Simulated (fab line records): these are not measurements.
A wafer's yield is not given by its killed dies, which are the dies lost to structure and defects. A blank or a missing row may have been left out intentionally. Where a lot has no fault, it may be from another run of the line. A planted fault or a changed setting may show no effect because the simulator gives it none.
Which of the tools did it? / flow ritCmos / 7 lots with 21 wafers sampled at 2 steps, on a route of 202 steps

## WHAT THE GAUGES SHOWED, per wafer
RIT_ACTIVE_THK_MEAS_02.
lot=L580; measured=day 1 22:04; on=filmMetro-04; ACTIVE_OXIDE_THK (nm)=48.4 49.7 48.9
lot=L582; measured=day 2 12:05; on=filmMetro-04; ACTIVE_OXIDE_THK (nm)=48.1 47.5 48.0
lot=L585; measured=day 3 00:11; on=filmMetro-02; ACTIVE_OXIDE_THK (nm)=45.4 45.0 45.1
lot=L590; measured=day 4 00:04; on=filmMetro-02; ACTIVE_OXIDE_THK (nm)=38.2 37.7 38.8
lot=L593; measured=day 4 15:08; on=filmMetro-02; ACTIVE_OXIDE_THK (nm)=44.6 44.5 44.8
lot=L596; measured=day 5 06:03; on=filmMetro-01; ACTIVE_OXIDE_THK (nm)=46.1 46.4 45.6
lot=L600; measured=day 6 02:03; on=filmMetro-01; ACTIVE_OXIDE_THK (nm)=44.9 45.6 44.8

## EACH LOT AND THE TOOL THAT RAN IT (in order: tool; ch and the chambers of the sampled wafers; start)
lot=L580; RIT_ACTIVE_OXIDATION_01=furnace-01 ch 0, day 1 20:07
lot=L582; RIT_ACTIVE_OXIDATION_01=furnace-01 ch 0, day 2 10:09
lot=L585; RIT_ACTIVE_OXIDATION_01=furnace-03 ch 0, day 2 22:14
lot=L590; RIT_ACTIVE_OXIDATION_01=furnace-01 ch 0, day 3 22:07
lot=L593; RIT_ACTIVE_OXIDATION_01=furnace-03 ch 0, day 4 13:11
lot=L596; RIT_ACTIVE_OXIDATION_01=furnace-03 ch 0, day 5 04:07
lot=L600; RIT_ACTIVE_OXIDATION_01=furnace-02 ch 0, day 6 00:07
- RIT_ACTIVE_OXIDATION_01: target thk 46.8 nm, ox time 3360 s.

## THE ANSWER, worked out from the rows above alone
Rule: usual is defined by the lots themselves. Put in order of their means at a reading, lots are off if they are a third of the lots or fewer, leave a main group of 4 or more, and stand apart from it by a gap of 3 or more times the standard deviation of the main group's means; of several such gaps the widest counts. If all means in a main group match to the digits the tables above print for the reading, that group is not used. Also off: a lot with no number at a reading for which 4 or more lots have one. Where the step has rows for the other lots, those lots are counted as sound.
Off: at RIT_ACTIVE_THK_MEAS_02 (ACTIVE_OXIDE_THK), L590. Mean 46.3 nm and standard deviation 1.6 in the main group.
If a tool, at a process step before that reading, ran all the lots that are off and no sound lot after the first of them, it fits. The gauges at RIT_ACTIVE_THK_MEAS_02 are tried like those tools. One fits: furnace-01 at RIT_ACTIVE_OXIDATION_01. A fault onset in the window from L582 (day 2 10:09, its last sound lot) to L590 (day 3 22:07, its first lot off) fits.

## WHAT THE SIMULATOR PUT IN
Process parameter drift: furnace-01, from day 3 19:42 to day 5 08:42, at RIT_ACTIVE_OXIDATION_01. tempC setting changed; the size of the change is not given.
Lots struck among those shown: L590. Same finding as the rule above.
